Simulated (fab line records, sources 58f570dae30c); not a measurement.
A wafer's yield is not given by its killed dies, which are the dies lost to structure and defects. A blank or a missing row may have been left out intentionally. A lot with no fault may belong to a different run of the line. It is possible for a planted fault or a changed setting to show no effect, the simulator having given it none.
2 desks, one fault	flow berkeley_cmos170	only its own numbers are on each desk; what lay behind them is given at the end

AT THE METROLOGY DESK
What the gauges read, lot by lot, whatever tool the lot ran on: means of the sampled wafers that have a number. A lot is out of limits, marked OUT, if its mean lies more than 4 standard deviations from the usual mean; the brackets give that distance.
Columns: A = PWELL_TW at UCB170_PWELL_TW_MEAS_17, usual 378.4; B = PFIELD_OVL at UCB170_PFIELD_OVL_MEAS_06, usual -1 nm; C = PVT_TW at UCB170_PVT_TW_MEAS_09, usual 508.0
lot	first seen here	A	B	C
L454	day 3 07:46	378.3	0	507.4
L456	day 3 16:29	376.9	-5	506.5
L455	day 3 16:43	380.1	8	510.6
L457	day 4 02:03	377.4	8	508.6
L458	day 4 07:22	378.5	-1	508.2
L459	day 4 07:22	376.0	0	508.5
L461	day 4 18:07	378.1	-3	511.2
L463	day 5 04:25	376.6	-2	505.6
L467	day 6 00:30	379.4	-6	512.1
L465	day 6 00:32	377.3	2	505.7
L466	day 6 00:46	380.6	-4	509.5
L471	day 7 03:11	379.8	-5	504.6
L474	day 7 20:23	379.8	-5	415.0 (-33) OUT
L477	day 8 06:50	380.4	-4	415.7 (-33) OUT
Per this desk, out of limits: L474, L477; the first was L474, day 11 07:37 (PVT_TW at UCB170_PVT_TW_MEAS_09). L454, L456, L455, L457, L458, L459, L461, L463, L467, L465, L466, L471: within limits.

FOR THE TOOL OWNER'S DESK: implanter-03
The tool's own readings at UCB170_PVT_IMPLANT_07: means of the sampled wafers that have a number, for each lot that ran on this tool. A lot is out of limits, marked OUT, if its mean lies more than 4 standard deviations from the usual mean; the brackets give that distance.
Columns: A = dose_ions_cm2 at UCB170_PVT_IMPLANT_07, usual 2.0003e+12; B = faraday_current_uA at UCB170_PVT_IMPLANT_07, usual 6.36
lot	first seen here	A	B
L455	day 6 15:02	2.0000e+12	6.30
L458	day 7 05:35	2.0008e+12	6.29
L461	day 8 01:44	2.0007e+12	6.28
L465	day 9 00:50	2.0012e+12	6.52
L466	day 9 01:17	2.0036e+12	6.37
L474	day 11 07:22	1.0606e+12 (-99 or more) OUT	3.42 (-25) OUT
L477	day 11 14:44	1.0593e+12 (-99 or more) OUT	3.35 (-25) OUT
Finding of this desk: L474, L477 out of limits; the first was L474 at day 11 07:22, on dose_ions_cm2 at UCB170_PVT_IMPLANT_07. L455, L458, L461, L465, L466: within limits.

ALL TOGETHER
An alarm could have come from the tool owner's desk at day 11 07:22, on L474, L477.
The metrology desk could have raised an alarm at day 11 07:37, on L474, L477.
The lots listed all ran UCB170_PVT_IMPLANT_07 on implanter-03.

WHAT THE SIMULATOR PUT IN
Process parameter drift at UCB170_PVT_IMPLANT_07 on implanter-03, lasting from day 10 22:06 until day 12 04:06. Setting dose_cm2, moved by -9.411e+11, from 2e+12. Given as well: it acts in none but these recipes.
Lots struck among those shown: L474, L477.
Time in hours from fault onset to the first out-of-limits reading at each desk: tool owner's desk 9, metrology desk 10.
